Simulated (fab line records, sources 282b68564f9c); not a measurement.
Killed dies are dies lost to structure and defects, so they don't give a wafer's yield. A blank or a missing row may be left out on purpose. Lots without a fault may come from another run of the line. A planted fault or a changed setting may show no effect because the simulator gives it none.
Split-lot experiment | flow rit_cmos | 5 lots, 23 wafers read, on a route of 202 steps

THE SPLIT
At RIT_CONTACT_COAT_03 (resist thk 1000 nm), the setting spin_rpm was moved away from the recipe's 3250 rpm on 5 of the 23 wafers read, by -4.2% to +3.9%. The other wafers ran this setting at the recipe's value.

FROM THE SPLIT TO THE READING: what the file shows between them, 5 steps
- RIT_CONTACT_SOFTBAKE_04: time 60 s
- RIT_CONTACT_EXPOSE_05: exposes mask M11, target cd 1000 nm
- RIT_CONTACT_PEB_06
- RIT_CONTACT_DEVELOP_07: develop time 120 s
- RIT_CONTACT_HARDBAKE_10: time 60 s

THE READING
NOVOLAK_of_CONTACT_COAT_03.thk_nm (the simulator's own value, which no gauge read), in nm, at RIT_CONTACT_ETCH_11 (etches SiO2 in CHF3/CF4/Ar, stops on TiSi2, target depth 480 nm, time 320 s). The file gives no usual value for it. The 18 wafers here that ran the recipe average 768.6 nm, standard deviation 2.3 nm.

wafer  | tool, chamber at the split | spin_rpm as run, rpm | against the recipe | NOVOLAK_of_CONTACT_COAT_03.thk_nm, nm | against lot-mates on the recipe
L074.1 | litho_track-03, 0          | 3250                 | recipe             | 770.2                                 | -
L074.2 | litho_track-03, 0          | 3250                 | recipe             | 770.3                                 | -
L074.6 | litho_track-03, 0          | 3250                 | recipe             | 770.3                                 | -
L074.3 | litho_track-03, 0          | 3250                 | recipe             | 770.7                                 | -
L074.4 | litho_track-03, 0          | 3250                 | recipe             | 770.1                                 | -
L080.3 | litho_track-03, 0          | 3250                 | recipe             | 770.7                                 | -
L080.4 | litho_track-03, 0          | 3250                 | recipe             | 768.8                                 | -
L080.5 | litho_track-03, 0          | 3250                 | recipe             | 769.6                                 | -
L082.1 | litho_track-01, 0          | 3250                 | recipe             | 762.7                                 | -
L082.2 | litho_track-01, 0          | 3250                 | recipe             | 766.7                                 | -
L082.4 | litho_track-01, 0          | 3250                 | recipe             | 764.1                                 | -
L082.5 | litho_track-01, 0          | 3250                 | recipe             | 768.7                                 | -
L082.6 | litho_track-01, 0          | 3250                 | recipe             | 767.6                                 | -
L083.1 | litho_track-04, 0          | 3250                 | recipe             | 770.4                                 | -
L083.2 | litho_track-04, 0          | 3250                 | recipe             | 771.1                                 | -
L083.3 | litho_track-04, 0          | 3378                 | +3.9%              | 753                                   | -17.0
L083.4 | litho_track-04, 0          | 3378                 | +3.9%              | 752.1                                 | -17.9
L083.6 | litho_track-04, 0          | 3250                 | recipe             | 768.6                                 | -
L084.1 | litho_track-04, 0          | 3250                 | recipe             | 766.5                                 | -
L084.2 | litho_track-04, 0          | 3114                 | -4.2%              | 785.8                                 | +18.8
L084.3 | litho_track-04, 0          | 3114                 | -4.2%              | 782.9                                 | +15.9
L084.4 | litho_track-04, 0          | 3114                 | -4.2%              | 783.4                                 | +16.4
L084.6 | litho_track-04, 0          | 3250                 | recipe             | 767.4                                 | -

THE FIT
A straight line over all 23 wafers: NOVOLAK_of_CONTACT_COAT_03.thk_nm changes by -3.84 nm for each +1% of spin_rpm; r = -0.96; the points scatter about the line by 2.2 nm.
The same after taking each lot's own level away (the mean of its wafers on the recipe; 23 wafers): -4.22 nm for each +1%; r = -0.99; scatter 1.3 nm.
On that fit, the largest move of spin_rpm shifts the reading by 18 nm.
The lots' own levels span 765.96 to 770.32 nm, that is 1.9 times the standard deviation above.
So the lot-to-lot level changes the slope little: the two slopes agree.
Check: with one of the wafers moved furthest among these (-4.2%) left out of the fit, the line predicts +17.1 nm for it against its lot-mates. It came out at +18.8 nm against them.

THE WHOLE CHAIN: every reading that the file lists as answering this split, in the file's order
step                    | what it does                                                                | reading                                                                            | change (the file's fit)              | r (the file's)
RIT_CONTACT_COAT_03     | resist thk 1000 nm                                                          | NOVOLAK_of_CONTACT_COAT_03.thk_nm (the simulator's own value, which no gauge read) | -4.64 nm for each +1% of the setting | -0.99
RIT_CONTACT_DEVELOP_07  | develop time 120 s                                                          | NOVOLAK_of_CONTACT_COAT_03.thk_nm (the simulator's own value, which no gauge read) | -4.65 nm for each +1% of the setting | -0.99
RIT_CONTACT_HARDBAKE_10 | time 60 s                                                                   | NOVOLAK_of_CONTACT_COAT_03.thk_nm (the simulator's own value, which no gauge read) | -4.06 nm for each +1% of the setting | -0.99
RIT_CONTACT_ETCH_11     | etches SiO2 in CHF3/CF4/Ar, stops on TiSi2, target depth 480 nm, time 320 s | NOVOLAK_of_CONTACT_COAT_03.thk_nm (the simulator's own value, which no gauge read) | -4.25 nm for each +1% of the setting | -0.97

THE FILE'S OWN FIT
NOVOLAK_of_CONTACT_COAT_03.thk_nm changes by -4.25 nm for each +1% of spin_rpm, r = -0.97.
